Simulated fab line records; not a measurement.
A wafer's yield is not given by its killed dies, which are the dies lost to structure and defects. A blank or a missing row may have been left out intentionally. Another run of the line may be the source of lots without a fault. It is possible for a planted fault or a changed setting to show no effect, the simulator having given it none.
Problem report in the 8D (eight disciplines) form, filled by code | flow rit cmos | the parts of the form that need people (team, actions taken, sign-off) are left out

1. WHAT IS WRONG
RIT_ACTIVE_CLEAN_16, run length s: mean 41.8 s on 3 wafers (1 lot); fault-free wafers 57.9 s, standard deviation 2.4. That is -6.7 standard deviations from the usual mean.
The step: cleans in dHF, time 30 s.
First observed at day 4 13:26: wafer L909.3, on wet bench-04. Wafers with a number at this step in the record: 39, from 13 lots. Rule for "out", or "out of limits": more than 4 standard deviations from the usual mean. All remaining wafers that have a number are taken as sound.

2. WHAT THIS IS AND IS NOT
question                    | is                     | is not
which readings at this step | run length s           | -
which lots                  | L909                   | L896, L897, L898, L899, L900, L901, L912, L913, L914, L915, L916, L918
which wafers of those lots  | all that have a number | -
read on which tools         | wet bench-04           | wet bench-01, wet bench-02
when                        | from day 4 13:26       | up to then (18 sound wafers); but 18 sound wafers of L912, L913, L914, L915, L916, L918 came after

3. WHAT RULES OUT EACH SUSPECT
Counting: any tool at a process step up to the reading is kept as a suspect provided that every lot that is out went through it and no sound lot did after the first of them.
- wet bench-04 at RIT_ACTIVE_CLEAN_16 (cleans in dHF, time 30 s): ruled out as a lasting fault. After its first lot that is out, L909 (day 4 13:26), sound lots L914 ran on it.
Left after counting: nothing in the record.

4. THE CAUSE (what the simulator had put in)
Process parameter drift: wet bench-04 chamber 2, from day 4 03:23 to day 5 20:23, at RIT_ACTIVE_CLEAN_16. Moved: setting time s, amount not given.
Counting ruled it out, wrongly.

5. THE CHAIN OF EFFECTS, in route order
Rows list readings where the struck wafers' mean (over those with a number) sits beyond 3 standard deviations from the usual. Only readings whose record carries a usual standard deviation are examined. hours: median over the lots of the time between each lot's start at the first step of this table that gives one and its start at this step. sigmas: the change, counted in usual standard deviations.
hours | step                | reading      | usual  | on struck wafers | change | sigmas
0     | RIT_ACTIVE_CLEAN_16 | run length s | 57.9 s | 41.8             | -16.1  | -6.7
Its process steps:
- RIT_ACTIVE_CLEAN_16: cleans in dHF, time 30 s.
Later measuring or inspecting steps at which every struck wafer that the step has a row for has a number for every such reading, and none has moved that far: RIT_SPACER_THK_MEAS_04.

6. WHAT WOULD HAVE CAUGHT IT SOONER
In this record the first reading out of limits was taken at day 4 13:26, 10 hours after the fault began at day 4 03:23.
